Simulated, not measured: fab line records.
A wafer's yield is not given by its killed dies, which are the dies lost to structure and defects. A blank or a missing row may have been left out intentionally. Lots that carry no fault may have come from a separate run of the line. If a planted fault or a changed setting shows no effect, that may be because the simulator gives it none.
8D (eight disciplines) problem report, filled in by code || flow berkeleyCmos170 || the parts of the form that need people (team, actions taken, sign-off) are left out

== 1. WHAT IS WRONG ==
Wafers without a fault read 0.4999 Pa, standard deviation 0.00096; chamberPressurePa at UCB170_M2_SPUTTER_01 reads a mean of 0.5166 Pa on 2 wafers belonging to 2 lots. That puts it +17 standard deviations away from the usual mean.
The step: material Al, target thk 900 nm, time 120 s.
First seen on wafer L157.5, day 11 00:23, on pvdSputter-01. At this step, 42 wafers from 14 lots have a number in the record. Rule for "out", or "out of limits": more than 4 standard deviations from the usual mean. The other wafers with a number count as sound.

== 2. WHAT THIS IS AND IS NOT ==
{"question": "which readings at this step", "is": "chamberPressurePa", "is not": "throttleValvePct"}
{"question": "which lots", "is": "L157, L158", "is not": "L142, L143, L145, L146, L148, L150, L151, L152, L153, L155, L160, L163"}
{"question": "which wafers of those lots", "is": "L157.5, L158.3", "is not": "L157.2, L157.6, L158.1, L158.4"}
{"question": "read on which tools", "is": "pvdSputter-01", "is not": "pvdSputter-02, pvdSputter-04"}
{"question": "when", "is": "from day 11 00:23", "is not": "up to then (29 sound wafers); but 11 sound wafers of L155, L158, L160, L163 came after"}

== 3. WHAT RULES OUT EACH SUSPECT ==
Counting: any tool at a process step up to the reading remains a suspect provided it ran every lot that is out. Sound lots after the first of them don't rule it out here, since some wafers of a struck lot are sound.
- rieDiel-03 at UCB170_M1_ETCH_11 (etches BARC in N2/H2): kept. It processed each lot that is out (first: L157, day 10 14:10); up to then, its last sound lot is L151 (day 9 21:03).
- pecvd-01 at UCB170_V1_CVD_00 (deposits SiO2 from TEOS/O2, target thk 2000 nm, time 250 s): kept. It processed each lot that is out (first: L157, day 10 20:44); up to then, its last sound lot is L153 (day 10 01:20).
- pvdSputter-01 at UCB170_M2_SPUTTER_01 (material Al, target thk 900 nm, time 120 s): kept. It processed each lot that is out (first: L157, day 11 00:23); up to then, its last sound lot is L152 (day 10 04:31). Its own readings are out on those wafers: chamberPressurePa.
After the count, these remain: rieDiel-03 at UCB170_M1_ETCH_11, pecvd-01 at UCB170_V1_CVD_00 and pvdSputter-01 at UCB170_M2_SPUTTER_01.

== 4. THE CAUSE (what the simulator had put in) ==
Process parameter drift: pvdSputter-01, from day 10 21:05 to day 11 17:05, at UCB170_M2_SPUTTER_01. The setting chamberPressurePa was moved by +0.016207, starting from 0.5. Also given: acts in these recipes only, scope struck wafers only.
3 suspects survive the count, and this tool is in that group.

== 5. SEQUENCE OF EFFECTS, ordered by route ==
Each row: a reading where the mean over the struck wafers with a number is more than 3 standard deviations away from the usual. Only readings for which the record gives a usual standard deviation are gone through. hours: the time from each lot's start at the first step in this table that gives one to its start at this step, as a median over the lots. sigmas: the change in usual standard deviations.
{"hours": 0, "step": "UCB170_M2_SPUTTER_01", "reading": "chamberPressurePa", "usual": "0.4999 Pa", "on struck wafers": 0.5166, "change": "+0.0167", "sigmas": "+17"}
Here are the process steps it includes:
- UCB170_M2_SPUTTER_01: material Al, target thk 900 nm, time 120 s.

== 6. WHAT WOULD HAVE CAUGHT IT SOONER ==
In this record no reading fell out of limits until day 11 00:23, 3 hours after the fault had begun at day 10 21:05.
